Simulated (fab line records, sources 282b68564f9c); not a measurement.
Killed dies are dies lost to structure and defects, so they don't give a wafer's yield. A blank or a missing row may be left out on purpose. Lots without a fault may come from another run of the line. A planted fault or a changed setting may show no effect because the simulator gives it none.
fab line records | flow rit_cmos
record lots=6 wafers=18 last_day=8
route steps=202 shown CONTACT@176 M1@184
lots that met no fault: from a run of the same line without faults
start_h: hours from the record's first day to the start of the lot's first wafer shown | wait_h: hours since the lot's step before | " the same as in the row above | L1.1+2: a row that stands for several wafers | - no value, or no start given | * or withheld: withheld | < > ~ a bound
route shown NAME@n: a module of which the file shows steps, and the number in the route of the first | usual: mean/standard deviation of fault-free wafers | same: alike in all rows | chamber/n: place in a boat | sites: the reading at each site | _std_site: their standard deviation | _edge_site: outer sites' mean less inner sites' | radius_mm: how far each site lies from the wafer's centre | mask NAME#n: copy n | behind: the tool/chamber that last shaped the wafer | hold: why the lot was held/for how many hours/how that ended | device: the transistor (n, p or np) that didn't switch | end of line: the same wafers' tests at the end of the route | a step without rows: its recipe alone | killed: dies lost to structure and defects at the first sort, not the wafer's yield | map: a wafer's dies, x killed, . not, _ none there
set.NAME: the setting as run; set.NAME@STEP: as run at that earlier step | model.NAME: the simulator's own value behind a step, which no gauge read
lots at some steps of the route; a table a step, a row a wafer
services: from which hour (start_h, from the record's first day; less than 0 if before it) a tool's chamber was out of use, for how many hours, and why
## steps
# step RIT_CONTACT_CD_MEAS_08
# recipe target_cd_nm=1000
# usual cd_nm=1000.4/2
# columns lot.wafer tool chamber start_h wait_h cd_nm
L801.1 cd_sem-02 - 105.22 - 1002.6
L801.2 " - " " 999.8
L801.3 " - " " 1000.6
L802.1 cd_sem-01 - 106.66 - 999.2
L802.2 " - " " 999.0
L802.4 " - " " 999.5
L808.1 cd_sem-01 - 137.04 - 997.6
L808.2 " - " " 998.5
L808.3 " - " " 997.1
L809.1 cd_sem-02 - 138.31 - 1003.0
L809.2 " - " " 1002.7
L809.3 " - " " 1003.9
L810.2 cd_sem-02 - 153.91 - 1000.0
L810.4 " - " " 1001.0
L810.6 " - " " 1002.3
L815.1 cd_sem-01 - 182.02 - 1000.9
L815.5 " - " " 999.3
L815.6 " - " " 1002.3
# step RIT_CONTACT_OVL_MEAS_09
# usual CONTACT_OVL=-1.3/1.6
# columns lot.wafer tool chamber start_h wait_h CONTACT_OVL[nm]
L801.1 overlay-01 - 105.34 0.1 -0.7
L801.2 " - " " -0.8
L801.3 " - " " 0.8
L802.1 overlay-01 - 106.78 0.1 -0.2
L802.2 " - " " -1.5
L802.4 " - " " -0.2
L808.1 overlay-01 - 137.16 0.1 -0.3
L808.2 " - " " 0.4
L808.3 " - " " 0.5
L809.1 overlay-01 - 138.43 0.1 -2.6
L809.2 " - " " -2.0
L809.3 " - " " -1.2
L810.2 overlay-01 - 154.02 0.1 -3.6
L810.4 " - " " -2.7
L810.6 " - " " -1.3
L815.1 overlay-01 - 182.14 0.1 -0.7
L815.5 " - " " -1.0
L815.6 " - " " -0.3
# step RIT_CONTACT_HARDBAKE_10
# recipe resist=NOVOLAK temp_c=140 time_s=60
# step RIT_CONTACT_ETCH_11
# recipe target_depth_a=4800 over_etch_frac=0.2 stop_on=TiSi2 chemistry=CHF3/CF4/Ar target=SiO2 CHF3_flow_sccm=50 cf4_flow_sccm=10 Ar_flow_sccm=100 O2_flow_sccm=5 pressure_mtorr=100 rf_w=200 time_s=320
# usual drypump_motor_current_A=5.4/0.47 oes_product_au=0.987/0.014 throttle_valve_pct=8.86/0.087
# same over_etch_frac=0.2
# columns lot.wafer tool chamber start_h wait_h drypump_motor_current_A oes_product_au rf_hours_counter_h throttle_valve_pct
L801.1 rie_diel-04 3 105.53 0.1 5.2 0.976 36 8.94
L801.2 " 0 " " 5.6 0.983 58 8.77
L801.3 " 1 " " 5.0 0.992 134 8.81
L802.1 rie_diel-03 1 106.97 0.1 5.0 0.981 47 9.00
L802.2 " 2 " " 4.7 0.971 120 8.80
L802.4 " 3 " " 6.3 0.981 8 8.79
L808.1 rie_diel-04 3 137.35 0.1 5.1 0.982 36 8.94
L808.2 " 2 " " 5.4 1.020 9 8.84
L808.3 " 1 " " 5.0 0.988 135 8.80
L809.1 rie_diel-03 0 138.62 0.1 5.1 0.994 19 8.93
L809.2 " 3 " " 6.3 0.974 8 8.78
L809.3 " 2 " " 4.7 0.972 121 8.80
L810.2 rie_diel-04 1 154.20 0.1 5.1 0.998 135 8.81
L810.4 " 3 " " 5.1 0.988 - 8.93
L810.6 " 1 " " 5.1 0.990 - 8.79
L815.1 rie_diel-02 2 182.33 0.1 5.9 0.970 9 8.92
L815.5 " 1 " " 5.9 0.982 - 8.90
L815.6 " 2 " " 5.9 0.966 - 8.91
# step RIT_CONTACT_STRIP_12
# recipe chemistry=O2 time_s=180 resist=NOVOLAK platen_temp_c=withheld power_w=500 pressure_mtorr=4000 o2_flow_sccm=4000
# usual drypump_motor_current_A=6.02/0.29 rf_refl_power_W=8.2/1.6
# columns lot.wafer tool chamber start_h wait_h drypump_motor_current_A rf_hours_counter_h rf_refl_power_W
L801.1 plasma_asher-01 1 105.72 0.1 5.66 33 9.2
L801.2 " 0 " " 6.14 33 5.2
L801.3 " 1 " " 5.65 - 9.6
L802.1 plasma_asher-03 1 107.16 0.1 6.45 46 7.3
L802.2 " 0 " " 5.56 46 7.1
L802.4 " 0 " " 5.56 - 7.2
L808.1 plasma_asher-01 1 137.54 0.1 5.62 36 9.4
L808.2 " 0 " " 6.15 36 5.1
L808.3 " 0 " " 6.14 - 5.2
L809.1 plasma_asher-04 1 138.81 0.1 6.06 2 8.4
L809.2 " 0 " " 6.25 2 10.0
L809.3 " 1 " " 6.05 - 8.5
L810.2 plasma_asher-04 0 154.39 0.1 6.22 3 10.0
L810.4 " 1 " " 6.03 - 8.6
L810.6 " 0 " " 6.25 - 10.1
L815.1 plasma_asher-03 0 182.52 0.1 5.57 54 7.4
L815.5 " 1 " " 6.41 - 7.6
L815.6 " 0 " " 5.56 - 7.4
# step RIT_CONTACT_CD_MEAS_90
# recipe target_cd_nm=1000
# usual cd_nm=1000.4/2.1
# columns lot.wafer tool chamber start_h wait_h cd_nm
L801.1 cd_sem-02 - 105.89 0.1 1002.1
L801.2 " - " " 999.1
L801.3 " - " " 1000.3
L802.1 cd_sem-01 - 107.34 0.1 998.7
L802.2 " - " " 998.8
L802.4 " - " " 1000.6
L808.1 cd_sem-01 - 137.71 0.1 997.5
L808.2 " - " " 998.1
L808.3 " - " " 996.5
L809.1 cd_sem-02 - 138.99 0.1 1003.2
L809.2 " - " " 1002.8
L809.3 " - " " 1004.3
L810.2 cd_sem-01 - 154.59 0.1 1000.2
L810.4 " - " " 1000.7
L810.6 " - " " 1002.3
L815.1 cd_sem-02 - 182.70 0.1 1000.9
L815.5 " - " " 999.4
L815.6 " - " " 1002.2
# step RIT_CONTACT_CLEAN_13
# recipe chemistry=SC1 mix=3:3:50 time_s=600 temp_c=75
# step RIT_CONTACT_CLEAN_14
# recipe chemistry=SC2 mix=3:3:50 time_s=600 temp_c=75 dry=n2_spin
# step RIT_M1_SPUTTER_00
# recipe material=Al target_thk_nm=400 power_w=2000 chamber_pressure_pa=0.4 gas=Ar time_s=500 substrate_temp_c=25
# usual throttle_valve_pct=29.8/0.87
# columns lot.wafer tool chamber start_h wait_h throttle_valve_pct
L801.1 pvd_sputter-01 - 106.38 0.0 29.5
L801.2 " - " " 30.6
L801.3 " - " " 30.6
L802.1 pvd_sputter-04 - 107.82 0.0 28.3
L802.2 " - " " 30.2
L802.4 " - " " 28.7
L808.1 pvd_sputter-04 - 138.18 0.0 30.6
L808.2 " - " " 28.1
L808.3 " - " " 28.6
L809.1 pvd_sputter-01 - 139.46 0.0 30.2
L809.2 " - " " 30.7
L809.3 " - " " 30.3
L810.2 pvd_sputter-01 - 155.04 0.0 30.4
L810.4 " - " " 29.5
L810.6 " - " " 30.3
L815.1 pvd_sputter-01 - 183.19 0.0 30.0
L815.5 " - " " 29.5
L815.6 " - " " 30.3
# step RIT_M1_RS_MEAS_01
# recipe thk_meas_gauge=four-point-probe reads=Al_of_M1_SPUTTER_00
# usual M1_AL_RS=0.0740/0.00075
# columns lot.wafer tool chamber start_h wait_h M1_AL_RS[ohm/sq]
L801.1 film_metro-02 - 106.68 0.1 0.0727
L801.2 " - " " 0.0732
L801.3 " - " " 0.0740
L802.1 film_metro-04 - 108.12 0.1 0.0744
L802.2 " - " " 0.0741
L802.4 " - " " 0.0736
L808.1 film_metro-01 - 138.48 0.1 0.0746
L808.2 " - " " 0.0752
L808.3 " - " " 0.0749
L809.1 film_metro-04 - 139.75 0.1 0.0740
L809.2 " - " " 0.0740
L809.3 " - " " 0.0741
L810.2 film_metro-01 - 155.35 0.2 0.0743
L810.4 " - " " 0.0739
L810.6 " - " " 0.0745
L815.1 film_metro-01 - 183.48 0.1 0.0740
L815.5 " - " " 0.0740
L815.6 " - " " 0.0743
# step RIT_M1_THK_MEAS_02
# recipe thk_meas_gauge=xrf reads=Al_of_M1_SPUTTER_00
# usual M1_AL_THK=404/4.9
# columns lot.wafer tool chamber start_h wait_h M1_AL_THK[nm]
L801.1 film_metro-02 - 106.80 0.1 414
L801.2 " - " " 412
L801.3 " - " " 406
L802.1 film_metro-04 - 108.24 0.1 402
L802.2 " - " " 403
L802.4 " - " " 408
L808.1 film_metro-01 - 138.60 0.1 400
L808.2 " - " " 397
L808.3 " - " " 394
L809.1 film_metro-04 - 139.87 0.1 405
L809.2 " - " " 402
L809.3 " - " " 405
L810.2 film_metro-01 - 155.46 0.1 402
L810.4 " - " " 400
L810.6 " - " " 400
L815.1 film_metro-01 - 183.60 0.1 401
L815.5 " - " " 397
L815.6 " - " " 397
# step RIT_M1_HMDS_03
# recipe prime_time_s=60 prime_temp_c=140
# step RIT_M1_COAT_04
# recipe resist=NOVOLAK spin_rpm=2000 resist_thk_nm=1300
# usual chill_plate_temp_C=23.01/0.11 spin_speed_rpm=1999.6/1
# columns lot.wafer tool chamber start_h wait_h chill_plate_temp_C spin_speed_rpm model.NOVOLAK_of_M1_COAT_04.thk_nm
L801.1 litho_track-04 0 107.01 0.1 22.96 1999.4 1297
L801.2 " 0 " " 22.95 2000.5 1294
L801.3 " 0 " " 22.90 1999.2 1297
L802.1 litho_track-01 0 108.45 0.1 23.12 1999.4 1300
L802.2 " 0 " " 23.18 2001.1 1301
L802.4 " 0 " " 23.01 1999.7 1299
L808.1 litho_track-01 0 138.81 0.1 23.00 1997.6 1122
L808.2 " 0 " " 23.11 1999.7 1121
L808.3 " 0 " " 23.07 1999.6 1125
L809.1 litho_track-01 0 140.08 0.1 22.99 1999.4 1119
L809.2 " 0 " " 22.87 1997.7 1122
L809.3 " 0 " " 22.88 1999.1 1121
L810.2 litho_track-04 0 155.69 0.1 22.88 2000.7 1293
L810.4 " 0 " " 22.91 2001.1 1295
L810.6 " 0 " " 22.89 1999.5 1292
L815.1 litho_track-03 0 183.81 0.1 23.07 1999.4 1302
L815.5 " 0 " " 22.94 1999.9 1294
L815.6 " 0 " " 22.95 2001.1 1299
# step RIT_M1_SOFTBAKE_05
# recipe resist=NOVOLAK temp_c=90 time_s=60
# step RIT_M1_EXPOSE_06
# recipe mask_id=M12 na=0.6 source_shape=conventional sigma_outer=0.5 target_cd_nm=2600 dose_mj=250
# step RIT_M1_PEB_07
# recipe resist=NOVOLAK temp_c=withheld time_s=withheld
# step RIT_M1_DEVELOP_08
# recipe resist=NOVOLAK develop_time_s=68 dev_temp_c=23
# step RIT_M1_CD_MEAS_09
# recipe target_cd_nm=2600
# usual cd_nm=2599.8/2.1
# columns lot.wafer tool chamber start_h wait_h cd_nm
L801.1 cd_sem-01 - 107.74 - 2598.7
L801.2 " - " " 2599.5
L801.3 " - " " 2602.2
L802.1 cd_sem-01 - 109.35 - 2601.8
L802.2 " - " " 2603.5
L802.4 " - " " 2602.5
L808.1 cd_sem-01 - 139.66 - 2585.6
L808.2 " - " " 2582.6
L808.3 " - " " 2584.6
L809.1 cd_sem-01 - 140.81 - 2583.3
L809.2 " - " " 2584.9
L809.3 " - " " 2583.1
L810.2 cd_sem-01 - 156.54 - 2598.2
L810.4 " - " " 2598.7
L810.6 " - " " 2598.5
L815.1 cd_sem-02 - 185.00 - 2599.0
L815.5 " - " " 2598.0
L815.6 " - " " 2601.1
# step RIT_M1_OVL_MEAS_10
# usual M1_OVL=-0.8/1.6
# columns lot.wafer tool chamber start_h wait_h M1_OVL[nm]
L801.1 overlay-02 - 107.86 0.1 1.2
L801.2 " - " " 1.1
L801.3 " - " " -0.6
L802.1 overlay-01 - 109.47 0.1 -1.1
L802.2 " - " " -1.2
L802.4 " - " " -1.3
L808.1 overlay-02 - 139.78 0.1 -1.6
L808.2 " - " " -2.6
L808.3 " - " " -1.5
L809.1 overlay-02 - 140.93 0.1 0.3
L809.2 " - " " 0.6
L809.3 " - " " 1.7
L810.2 overlay-01 - 156.64 0.1 -3.2
L810.4 " - " " -4.4
L810.6 " - " " -2.2
L815.1 overlay-02 - 185.12 0.1 -1.0
L815.5 " - " " 0.8
L815.6 " - " " 0.8
# step RIT_M1_HARDBAKE_11
# recipe resist=NOVOLAK temp_c=140 time_s=120
# step RIT_M1_METAL_ETCH_12
# recipe stop_on=SiO2 chemistry=Cl2/BCl3 target=Al time_s=165 over_etch_frac=0.5 pressure_mtorr=100 target_depth_a=6000 rf_w=250 Cl2_flow_sccm=60 bcl3_flow_sccm=50
# usual drypump_motor_current_A=5.7/0.53 oes_product_au=0.775/0.011 throttle_valve_pct=8.40/0.12
# same over_etch_frac=0.5
# columns lot.wafer tool chamber start_h wait_h drypump_motor_current_A oes_product_au rf_hours_counter_h throttle_valve_pct model.NOVOLAK_of_M1_COAT_04.thk_nm model.M1.cd_nm
L801.1 rie_metal-02 0 108.14 0.2 5.8 0.777 1 8.51 792.9 2598
L801.2 " 1 " " 6.4 0.787 1 8.41 817.5 2600
L801.3 " 0 " " 5.8 0.779 - 8.54 798.3 2600
L802.1 rie_metal-01 1 109.85 0.2 6.3 0.775 5 8.57 809.2 2605
L802.2 " 0 " " 5.6 0.778 5 8.29 801.5 2603
L802.4 " 0 " " 5.5 0.775 - 8.28 798.6 2603
L808.1 rie_metal-01 1 140.07 0.2 6.3 0.773 5 8.56 656.4 2587
L808.2 " 0 " " 5.6 0.770 5 8.29 644.7 2582
L808.3 " 1 " " 6.2 0.769 - 8.57 658.6 2585
L809.1 rie_metal-02 0 141.22 0.2 5.8 0.768 2 8.53 638.5 2581
L809.2 " 1 " " 6.4 0.787 2 8.40 667.3 2586
L809.3 " 0 " " 5.8 0.769 - 8.53 645.1 2582
L810.2 rie_metal-04 0 156.92 0.2 5.2 0.784 0 8.39 795.9 2597
L810.4 " 0 " " 5.2 0.792 - 8.40 797 2598
L810.6 " 0 " " 5.2 0.784 - 8.40 795.5 2597
L815.1 rie_metal-02 0 185.69 0.2 5.7 0.776 2 8.50 793.5 2597
L815.5 " 1 " " 6.4 0.789 - 8.40 810.7 2598
L815.6 " 0 " " 5.7 0.773 - 8.52 790.2 2598
# step RIT_M1_STRIP_13
# recipe chemistry=nmp resist=NOVOLAK temp_c=80 time_s=600 dry=n2_spin
# step RIT_M1_PROBE_99
# usual defect_limited_yield=97.6/1 killed_at_contacts=0.1/0.23 killed_at_front_end=6.2/2.8 killed_dies=6.3/2.7 killed_open=3.1/2 killed_short=3.2/1.8 sort_bin_3_pad_short=0.1/0.18 sort_bin_5_function=1.3/0.73 sort_bin_6_memory=1.0/0.62 sort_n_pass=257.7/2.7 sort_yield_pct=97.6/1
# same gross_dies=264 killed_at_M0_to_M3=0 killed_at_M4_up=0 killed_at_back_side=0 killed_at_other=0
# columns lot.wafer tool chamber start_h wait_h defect_limited_yield[%] killed_at_contacts killed_at_front_end killed_dies killed_open killed_short sort_bin_3_pad_short[%] sort_bin_5_function[%] sort_bin_6_memory[%] sort_n_pass sort_yield_pct[%] model.etest.m1.width_nm
L801.1 prober-01 - 110.39 0.1 98.1 0 5 5 4 1 0 1.1 0.8 259.0 98.1 2598
L801.2 prober-01 - 110.44 0.1 98.5 0 4 4 2 2 0 1.1 0.4 260.0 98.5 2598
L801.3 prober-01 - 110.49 0.2 98.1 0 5 5 0 5 0 1.5 0.4 259.0 98.1 2592
L802.1 prober-01 - 112.10 0.1 98.5 0 4 4 2 2 0 1.5 0 260.0 98.5 2610
L802.2 prober-01 - 112.15 0.1 98.1 0 5 5 3 2 0.4 0.4 1.1 259.0 98.1 2601
L802.4 prober-01 - 112.25 0.2 97.7 1 5 6 3 3 0 1.9 0.4 258.0 97.7 2597
L808.1 prober-01 - 142.39 0.1 94.7 0 14 14 5 9 0.4 3.0 1.9 250.0 94.7 2582
L808.2 prober-01 - 142.44 0.1 98.5 0 4 4 1 3 0.4 1.1 0 260.0 98.5 2581
L808.3 prober-01 - 142.49 0.2 96.6 0 9 9 2 7 0 2.7 0.8 255.0 96.6 2585
L809.1 prober-02 - 143.89 0.1 97.0 0 8 8 5 3 0 1.9 1.1 256.0 97.0 2581
L809.2 prober-02 - 143.94 0.1 95.8 1 10 11 5 6 0.4 3.0 0.8 253.0 95.8 2582
L809.3 prober-02 - 143.99 0.2 96.6 0 9 9 4 5 0.4 1.5 1.5 255.0 96.6 2577
L810.2 prober-02 - 159.24 0.1 97.7 0 6 6 4 2 0 1.9 0.4 258.0 97.7 2597
L810.4 prober-02 - 159.34 0.2 98.9 0 3 3 1 2 0 0.8 0.4 261.0 98.9 2597
L810.6 prober-02 - 159.44 0.2 98.9 0 3 3 0 3 0 1.1 0 261.0 98.9 2596
L815.1 prober-02 - 187.95 0.1 98.9 1 2 3 1 2 0.4 0.4 0.4 261.0 98.9 2595
L815.5 prober-02 - 188.15 0.2 98.5 0 4 4 2 2 0.4 0.4 0.8 260.0 98.5 2596
L815.6 prober-02 - 188.20 0.2 97.3 1 6 7 5 2 0 1.1 1.5 257.0 97.3 2597
# killed by level:class
L801.1 FOX2:geometric_particle:open=1 GATE:geometric_particle:open=1 REOX:geometric_particle:open=1 REOX:geometric_particle:short=1 SPACER:geometric_particle:open=1
L801.2 SILICIDE:geometric_particle:open=2 FOX1:geometric_particle:short=1 GATE:geometric_particle:short=1
L801.3 GATE:geometric_particle:short=2 REOX:geometric_particle:short=2 SILICIDE:geometric_particle:short=1
L802.1 FOX1:geometric_particle:short=1 FOX1:geometric_particle:open=1 GATE:geometric_particle:open=1 GATE:geometric_particle:short=1
L802.2 FOX1:geometric_particle:open=2 FOX1:geometric_particle:short=1 FOX2:geometric_particle:short=1 GATE:geometric_particle:open=1
L802.4 FOX1:geometric_particle:open=2 FOX1:geometric_particle:short=1 GATE:geometric_particle:short=1 REOX:geometric_particle:open=1 CONTACT:geometric_particle:short=1
L808.1 GATE:geometric_particle:short=5 REOX:geometric_particle:open=3 FOX1:geometric_particle:short=2 GATE:geometric_particle:open=2 FOX2:geometric_particle:short=1 SILICIDE:geometric_particle:short=1
L808.2 REOX:geometric_particle:short=2 GATE:geometric_particle:short=1 GATE:geometric_particle:open=1
L808.3 SPACER:geometric_particle:short=4 GATE:geometric_particle:short=2 FOX1:geometric_particle:short=1 GATE:geometric_particle:open=1 SPACER:geometric_particle:open=1
L809.1 FOX1:geometric_particle:open=1 FOX2:geometric_particle:open=1 GATE:geometric_particle:open=1 GATE:geometric_particle:short=1 REOX:geometric_particle:open=1 SPACER:geometric_particle:short=1 SILICIDE:geometric_particle:short=1 SILICIDE:geometric_particle:open=1
L809.2 FOX2:geometric_particle:short=2 FOX1:geometric_particle:short=1 FOX1:geometric_particle:open=1 GATE:geometric_particle:open=1 REOX:geometric_particle:open=1 REOX:geometric_particle:short=1 SPACER:geometric_particle:open=1 SPACER:geometric_particle:short=1
L809.3 GATE:geometric_particle:short=3 GATE:geometric_particle:open=2 REOX:geometric_particle:short=1 REOX:geometric_particle:open=1 SPACER:geometric_particle:short=1 SILICIDE:geometric_particle:open=1
L810.2 SPACER:geometric_particle:open=2 FOX1:geometric_particle:open=1 SPACER:geometric_particle:short=1 SILICIDE:geometric_particle:open=1 SILICIDE:geometric_particle:short=1
L810.4 GATE:geometric_particle:short=2 SILICIDE:geometric_particle:open=1
L810.6 FOX2:geometric_particle:short=1 GATE:geometric_particle:short=1 SILICIDE:geometric_particle:short=1
L815.1 GATE:geometric_particle:short=1 SPACER:geometric_particle:open=1 CONTACT:geometric_particle:short=1
L815.5 REOX:geometric_particle:short=2 GATE:geometric_particle:open=1 SPACER:geometric_particle:open=1
L815.6 GATE:geometric_particle:open=3 FOX1:geometric_particle:open=1 SILICIDE:geometric_particle:open=1 SILICIDE:geometric_particle:short=1 CONTACT:geometric_particle:short=1
## services
# columns tool chamber start_h hours kind
rie_diel-04 - 85.92 0.3 repair
rie_diel-04 0 91.03 4.7 repair
rie_diel-02 3 97.35 7.3 repair
pvd_sputter-01 - 99.46 6.6 repair
rie_metal-04 0 101.85 2.4 repair
plasma_asher-04 - 108.75 9.0 pm
plasma_asher-04 0 108.75 9.0 vent_cycle
plasma_asher-04 1 108.75 9.0 vent_cycle
rie_diel-04 2 109.71 2.6 repair
pvd_sputter-01 - 115.72 1.0 repair
rie_diel-02 3 116.69 4.2 repair
plasma_asher-04 0 117.75 - clean
plasma_asher-04 1 117.75 - clean
rie_diel-02 2 129.56 2.0 repair
rie_metal-04 - 136.12 20.0 pm
rie_metal-04 0 136.12 20.0 vent_cycle
rie_metal-04 1 136.12 20.0 vent_cycle
rie_diel-04 0 150.11 4.5 repair
rie_metal-04 0 156.12 - clean
rie_metal-04 1 156.12 - clean
rie_metal-04 1 164.06 16.1 repair
rie_diel-03 - 164.18 4.3 pm
rie_metal-04 0 168.38 2.7 repair
## key
first_sign step=RIT_M1_CD_MEAS_09 reading=cd_nm direction=down sigmas=7.7 usual=2599.8 struck=2584.0 through=control_loop
effect none on later readings
model_effect step=RIT_M1_COAT_04 value=NOVOLAK_of_M1_COAT_04.thk_nm without=1299 struck=1122
model_effect step=RIT_M1_METAL_ETCH_12 value=NOVOLAK_of_M1_COAT_04.thk_nm without=804.8 struck=651.7
model_effect step=RIT_M1_PROBE_99 value=etest.m1.width_nm without=2597 struck=2581
met_at RIT_M1_COAT_04
struck_wafers L808.1,L808.2,L808.3,L809.1,L809.2,L809.3
loop_trim step=RIT_M1_EXPOSE_06 setting=dose lots=L809
onset_between 108.45 138.81
fault kind=process_parameter_drift tool=litho_track-01 chamber=- onset_h=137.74 steps=RIT_M1_COAT_04 channel=resist_thk_nm offset=-177.7 shape=step end_h=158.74 acts_in=these_recipes_only stated=1300
# loop_trim: a control loop set the setting to another value than it would have without faults
